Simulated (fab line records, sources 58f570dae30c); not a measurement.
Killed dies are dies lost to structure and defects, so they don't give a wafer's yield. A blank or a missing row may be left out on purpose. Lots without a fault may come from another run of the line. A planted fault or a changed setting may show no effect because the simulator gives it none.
Which tool did it? | flow berkeley_cmos170 | 7 lots, 21 wafers sampled, at 2 steps of a route of 331

WHAT THE GAUGES READ, wafer by wafer
UCB170_SDANNEAL_RS_MEAS_04: measures by four-point-probe.
lot  | measured     | on            | PLDD_RS (ohm/sq)
L624 | day 7 17:13  | film_metro-02 | 1030.3 1030.3 1030.1
L625 | day 8 08:50  | film_metro-02 | 1028.1 1030.7 1032.0
L629 | day 8 20:08  | film_metro-02 | 1035.3 1034.8 1034.5
L631 | day 9 09:44  | film_metro-01 | 1032.6 1028.3 1031.5
L636 | day 10 19:25 | film_metro-02 | 1032.3 1034.2 1029.6
L639 | day 10 18:55 | film_metro-01 | 1035.5 1033.3 1034.8
L645 | day 12 06:04 | film_metro-01 | 1034.6 1035.1 1034.2

WHICH TOOL RAN EACH LOT (tool, then ch and the chambers of the sampled wafers, then the start)
lot  | UCB170_PLDD_IMPLANT_08
L624 | implanter-04 ch 0, day 7 01:59
L625 | implanter-02 ch 0, day 7 17:02
L629 | implanter-04 ch 0, day 8 02:19
L631 | implanter-03 ch 0, day 8 22:42
L636 | implanter-04 ch 0, day 10 05:17
L639 | implanter-04 ch 0, day 10 06:00
L645 | implanter-04 ch 0, day 11 18:09
- UCB170_PLDD_IMPLANT_08

THE ANSWER, worked out from the rows above alone
Rule: what is usual is taken from the lots themselves. Put in order of their means at a reading, lots are off if they are a third of the lots or fewer, leave a main group of 4 or more, and stand apart from it by a gap of 3 or more times the standard deviation of the main group's means; of several such gaps the widest counts. A main group whose means are all the same, to the digits that the tables above print for the reading, isn't used. A lot without any number at a reading at which 4 lots or more have one is off too. The other lots that the step has rows for count as sound.
No lot is off at any reading shown: from this, nothing can be told.

WHAT THE SIMULATOR HAD PUT IN
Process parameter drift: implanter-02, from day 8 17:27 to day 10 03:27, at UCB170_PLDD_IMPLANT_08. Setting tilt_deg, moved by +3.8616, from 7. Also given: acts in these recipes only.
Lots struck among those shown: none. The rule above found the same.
